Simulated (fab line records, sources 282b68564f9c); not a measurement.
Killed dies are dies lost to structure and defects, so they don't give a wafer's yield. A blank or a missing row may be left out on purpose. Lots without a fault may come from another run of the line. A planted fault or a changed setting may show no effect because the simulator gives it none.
Which tool did it? | flow rit_cmos | 14 lots, 42 wafers sampled, at 2 steps of a route of 202

WHAT THE GAUGES READ, wafer by wafer
RIT_NWELL_TW_MEAS_10.
lot  | measured    | on            | NWELL_TW
L552 | day 2 01:59 | film_metro-04 | 2121 2138 2122
L553 | day 2 08:26 | film_metro-02 | 2163 2161 2180
L555 | day 2 18:05 | film_metro-04 | 2136 2135 2129
L556 | day 2 22:36 | film_metro-02 | 2172 2169 2163
L559 | day 3 13:34 | film_metro-04 | 2138 2145 2135
L560 | day 3 20:11 | film_metro-02 | 2148 2158 2140
L562 | day 4 04:24 | film_metro-04 | 2149 2141 2145
L564 | day 4 14:49 | film_metro-04 | 2137 2138 2147
L565 | day 4 18:52 | film_metro-04 | 2075 2082 2092 2079 2086 2087
L566 | day 5 00:13 | film_metro-02 | 2109 2095 2109
L567 | day 5 04:55 | film_metro-04 | 2148 2137 2137
L570 | day 5 19:44 | film_metro-04 | 2123 2127 2127
L573 | day 6 14:49 | film_metro-02 | 2160 2148 2154
L574 | day 6 18:34 | film_metro-03 | 2157 2149 2158

WHICH TOOL RAN EACH LOT (tool, then ch and the chambers of the sampled wafers, then the start)
lot  | RIT_NWELL_DEVELOP_05
L552 | litho_track-01 ch 0, day 2 01:00
L553 | litho_track-02 ch 0, day 2 07:00
L555 | litho_track-03 ch 0, day 2 17:00
L556 | litho_track-02 ch 0, day 2 21:00
L559 | litho_track-01 ch 0, day 3 12:00
L560 | litho_track-01 ch 0, day 3 19:00
L562 | litho_track-02 ch 0, day 4 03:00
L564 | litho_track-01 ch 0, day 4 14:00
L565 | litho_track-02 ch 0, day 4 18:00
L566 | litho_track-02 ch 0, day 4 23:00
L567 | litho_track-03 ch 0, day 5 04:00
L570 | litho_track-03 ch 0, day 5 18:00
L573 | litho_track-01 ch 0, day 6 14:00
L574 | litho_track-03 ch 0, day 6 17:00
- RIT_NWELL_DEVELOP_05: develop time 68 s.

WHAT THE TOOLS THEMSELVES READ (means of the sampled wafers that have a number; where no wafer has one, the mark that the record gives instead)
The record holds no such reading with a usual standard deviation.

THE ANSWER, worked out from the rows above alone
Rule: what is usual is taken from the lots themselves. Put in order of their means at a reading, lots are off if they are a third of the lots or fewer, leave a main group of 4 or more, and stand apart from it by a gap of 3 or more times the standard deviation of the main group's means; of several such gaps the widest counts. A main group whose means are all the same, to the digits that the tables above print for the reading, isn't used. A lot without any number at a reading at which 4 lots or more have one is off too. The other lots that the step has rows for count as sound. The gauges are gone through in route order, then the tools' own readings, and for those a lot's mean is taken as printed above. The first step at which some lot is off is used, and at that step the reading that is off furthest; a lot without a number counts as furthest.
No lot is off at any reading shown: from this, nothing can be told.

WHAT THE SIMULATOR HAD PUT IN
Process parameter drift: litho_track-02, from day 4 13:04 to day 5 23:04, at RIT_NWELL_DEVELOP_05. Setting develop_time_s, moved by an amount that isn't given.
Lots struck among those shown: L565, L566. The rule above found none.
